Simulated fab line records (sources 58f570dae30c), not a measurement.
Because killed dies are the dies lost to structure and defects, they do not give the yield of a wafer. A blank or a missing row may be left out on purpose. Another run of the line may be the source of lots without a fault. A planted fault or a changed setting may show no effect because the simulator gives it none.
A single fault, viewed from 2 desks -- flow berkeley-cmos170 -- each desk has only its own numbers; what lay behind them comes last

== THE METROLOGY DESK ==
Means of the sampled wafers that have a number, per lot and without regard to the tool the lot ran on: this is what the gauges read. Any lot whose mean is over 4 standard deviations away from the usual mean is out of limits and marked OUT; that distance is given in the brackets.
Columns: A = CONTACT_OVL at UCB170_CONTACT_OVL_MEAS_16, usual 4 nm
lot,first seen here,A
L310,day 8 02:20,7
L314,day 8 16:37,7
L313,day 8 18:52,11
L315,day 9 10:11,3
L317,day 9 11:19,3
L316,day 9 11:49,8
L320,day 10 03:16,7
L319,day 10 04:57,-7
L329,day 12 09:52,2
L330,day 12 10:37,8
L328,day 12 10:49,10
L331,day 12 11:04,-5
L332,day 12 12:12,6
L333,day 12 14:17,-4
This desk found nothing out of limits on any of the 14 lots.

== THE TOOL OWNER'S DESK: litho-track-04 ==
The tool's own readings at UCB170_M2_DEVELOP_14 (develop time 45 s): means of the sampled wafers that have a number, for each lot that ran on this tool. Any lot whose mean is over 4 standard deviations away from the usual mean is out of limits and marked OUT; that distance is given in the brackets.
Columns: A = chill-plate-temp-C at UCB170_M2_DEVELOP_14, usual 23.00 C
lot,first seen here,A
L310,day 8 10:00,23.09
L317,day 9 19:00,22.96
L329,day 12 20:00,22.97
L328,day 12 22:00,22.94
L333,day 13 00:00,22.89
This desk found nothing out of limits on any of the 5 lots.

== ALL TOGETHER ==
The metrology desk saw nothing out of limits.
Nothing out of limits was seen by the tool owner's desk.

== WHAT THE SIMULATOR HAD PUT IN ==
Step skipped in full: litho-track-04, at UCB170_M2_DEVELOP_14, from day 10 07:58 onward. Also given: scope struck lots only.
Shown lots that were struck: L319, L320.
